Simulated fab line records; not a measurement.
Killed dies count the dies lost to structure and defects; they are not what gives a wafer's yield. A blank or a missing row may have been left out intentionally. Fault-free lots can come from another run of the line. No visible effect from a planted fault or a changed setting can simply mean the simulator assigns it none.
Split-lot trial ; flow berkeley_cmos170 ; 23 wafers read across 5 lots, on a route 331 steps long

== THE SPLIT ITSELF ==
At UCB170_M3_COAT_05 (resist thk 900 nm), the setting resist_thk_nm was moved away from the recipe's 900 nm on 6 of the 23 wafers read, by +2.8% to +4.4%. For the rest of the wafers, this setting stayed at what the recipe calls for.

The split's own step is where the reading is taken.

== THE READING ==
KrF_of_M3_COAT_05.thk_nm (the simulator's own value, which no gauge read), in nm, at UCB170_M3_COAT_05 (resist thk 900 nm). No usual value for it is given in the file. The 17 wafers here that ran the recipe average 900.4 nm, standard deviation 3.6 nm.

wafer;tool, chamber at the split;resist_thk_nm as run, nm;against the recipe;KrF_of_M3_COAT_05.thk_nm, nm;against lot-mates on the recipe
L074.1;litho_track-03, 0;900;recipe;898.6;-
L074.5;litho_track-03, 0;900;recipe;900.2;-
L074.6;litho_track-03, 0;900;recipe;899.5;-
L079.1;litho_track-04, 0;900;recipe;894.8;-
L079.3;litho_track-04, 0;939.8;+4.4%;933.4;+38.6
L079.4;litho_track-04, 0;900;recipe;893.9;-
L079.5;litho_track-04, 0;900;recipe;895.6;-
L079.6;litho_track-04, 0;939.8;+4.4%;935;+40.2
L076.1;litho_track-02, 0;900;recipe;903.2;-
L076.2;litho_track-02, 0;900;recipe;902;-
L076.3;litho_track-02, 0;900;recipe;904.2;-
L076.4;litho_track-02, 0;900;recipe;903.5;-
L076.6;litho_track-02, 0;900;recipe;903.7;-
L078.1;litho_track-04, 0;900;recipe;897.3;-
L078.2;litho_track-04, 0;925.4;+2.8%;921.4;+23.2
L078.3;litho_track-04, 0;900;recipe;898;-
L078.4;litho_track-04, 0;925.4;+2.8%;924.8;+26.6
L078.5;litho_track-04, 0;900;recipe;899.4;-
L077.1;litho_track-02, 0;930;+3.3%;937.3;+32.7
L077.2;litho_track-02, 0;900;recipe;904.1;-
L077.3;litho_track-02, 0;930;+3.3%;935.7;+31.1
L077.4;litho_track-02, 0;900;recipe;903.3;-
L077.6;litho_track-02, 0;900;recipe;906.3;-

FIT RESULTS
A straight line over all 23 wafers: KrF_of_M3_COAT_05.thk_nm changes by +8.59 nm for each +1% of resist_thk_nm; r = +0.96; the points scatter about the line by 4.2 nm.
The same after taking each lot's own level away (the mean of its wafers on the recipe; 23 wafers): +9.08 nm for each +1%; r = +1.00; scatter 1.2 nm.
The reading moves by 40 nm for the largest change in resist_thk_nm, on that fit.
The lots' own levels span 894.77 to 904.57 nm, that is 2.7 times the standard deviation above.
The two slopes agree, so the slope changes little with the lot-to-lot level.
Check: with one of the wafers moved furthest among these (+4.4%) left out of the fit, the line predicts +40.7 nm for it against its lot-mates. Against them it came out at +38.6 nm.

== THE OTHER SPLITS THESE WAFERS WENT THROUGH ==
These wafers also went through other splits before the reading. Each is held against what the fit with the lots' levels taken away leaves over:
other split on the same wafers;wafers away from the commonest value;r with KrF_of_M3_COAT_05.thk_nm (lot level and that fit taken away)
UCB170_M2_METAL_ETCH_18 time_s;10;-0.37

== THE WHOLE CHAIN: every reading that the file lists as answering this split, in the file's order ==
step;what it does;reading;change (the file's fit);r (the file's)
UCB170_M3_COAT_05;resist thk 900 nm;KrF_of_M3_COAT_05.thk_nm (the simulator's own value, which no gauge read);+9.08 nm for each +1% of the setting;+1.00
UCB170_M3_STRIP_07;strips in O2;strip_time_to_endpoint_s;withheld for each +1% of the setting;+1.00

== THE FILE'S OWN FIT ==
KrF_of_M3_COAT_05.thk_nm changes by +9.08 nm for each +1% of resist_thk_nm, r = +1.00.
